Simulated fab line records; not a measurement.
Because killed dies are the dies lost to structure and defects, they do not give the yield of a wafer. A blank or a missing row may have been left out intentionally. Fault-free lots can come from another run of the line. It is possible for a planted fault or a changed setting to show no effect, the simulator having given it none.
Tool commonality check -- flow ritCmos -- Lots sampled 14, wafers sampled 42

WHY THIS WAS OPENED
Of 14 lots, 2 have the reading NRETRO_TW flagged at RIT_NRETRO_TW_MEAS_10. Wafers without a fault read 1062, standard deviation 9.3.
Rule: a lot is flagged when every wafer of it that has a number lies more than 4 standard deviations from that mean, or none has a number. The other lots count as sound.

lot,measured,on,"NRETRO_TW, wafer by wafer",flag
L683,day 2 05:42,filmMetro-02,1050 1053 1052,
L684,day 2 11:13,filmMetro-04,1063 1055 1061,
L685,day 2 16:17,filmMetro-01,1065 1066 1064,
L686,day 2 21:25,filmMetro-02,1054 1048 1055,
L689,day 3 11:46,filmMetro-02,1051 1052 1052,
L694,day 4 14:32,filmMetro-01,2211 2227 2220,FLAGGED
L695,day 4 19:40,filmMetro-04,2218 2227 2215,FLAGGED
L697,day 5 05:38,filmMetro-01,1065 1070 1067,
L698,day 5 10:40,filmMetro-02,1052 1054 1056,
L699,day 5 20:00,filmMetro-04,1065 1069 1072,
L701,day 6 06:15,filmMetro-02,1057 1050 1051,
L702,day 6 10:56,filmMetro-01,1068 1063 1063,
L703,day 6 15:31,filmMetro-02,1050 1044 1048,
L704,day 6 18:33,filmMetro-02,1050 1047 1050,
On average the flagged lots read 2220, which is +1158 against the usual, or +99 or more standard deviations.

LOT BY LOT: THE TOOL USED
The record keeps 1 process step preceding the reading, out of 202 steps on the route. Read each cell as the tool, then ch plus the chambers that the sampled wafers visited, then the start.
lot,flag,RIT_NRETRO_IMPLANT_08
L683,,"implanter-01 ch 0, day 2 05:23"
L684,,"implanter-02 ch 0, day 2 10:54"
L685,,"implanter-01 ch 0, day 2 15:59"
L686,,"implanter-01 ch 0, day 2 21:05"
L689,,"implanter-04 ch 0, day 3 11:27"
L694,FLAGGED,"implanter-02 ch 0, day 4 14:16"
L695,FLAGGED,"implanter-02 ch 0, day 4 19:22"
L697,,"implanter-01 ch 0, day 5 05:19"
L698,,"implanter-04 ch 0, day 5 10:20"
L699,,"implanter-04 ch 0, day 5 19:41"
L701,,"implanter-04 ch 0, day 6 05:55"
L702,,"implanter-04 ch 0, day 6 10:37"
L703,,"implanter-01 ch 0, day 6 15:14"
L704,,"implanter-01 ch 0, day 6 18:14"
These steps, and what they do:
- RIT_NRETRO_IMPLANT_08
- RIT_NRETRO_TW_MEAS_10

FLAGGED AGAINST TOTAL, ONE TOOL AT A TIME (gauges that did the reading follow at the end)
step,tool,lots run,flagged,share of the flagged lots,sound lots run after its first flagged lot
RIT_NRETRO_IMPLANT_08,implanter-01,6,0,none,-
RIT_NRETRO_IMPLANT_08,implanter-02,3,2,all,0
RIT_NRETRO_IMPLANT_08,implanter-04,5,0,none,-
RIT_NRETRO_TW_MEAS_10,filmMetro-01,4,1,some,"2 (L697,L702)"
RIT_NRETRO_TW_MEAS_10,filmMetro-02,7,0,none,-
RIT_NRETRO_TW_MEAS_10,filmMetro-04,3,1,some,1 (L699)

WHAT THE TABLE ALLOWS
1 row of the table ran every flagged lot: implanter-02 at RIT_NRETRO_IMPLANT_08.
- implanter-02 at RIT_NRETRO_IMPLANT_08: 2 of its 3 lots flagged. Its last sound lot is L684 (day 2 10:54), its first flagged lot L694 (day 4 14:16): a fault that began between those two fits. Its own readings lie more than 4 standard deviations out on every wafer of the flagged lots: doseIonsCm2, faradayCurrentUA.
Left over: one tool, implanter-02 at RIT_NRETRO_IMPLANT_08.

WHAT THE SIMULATOR HAD INSERTED
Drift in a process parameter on implanter-02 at RIT_NRETRO_IMPLANT_08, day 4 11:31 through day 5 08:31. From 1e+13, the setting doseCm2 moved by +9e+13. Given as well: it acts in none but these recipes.
Struck lots among those shown: L694, L695. The rule above reached the same finding.
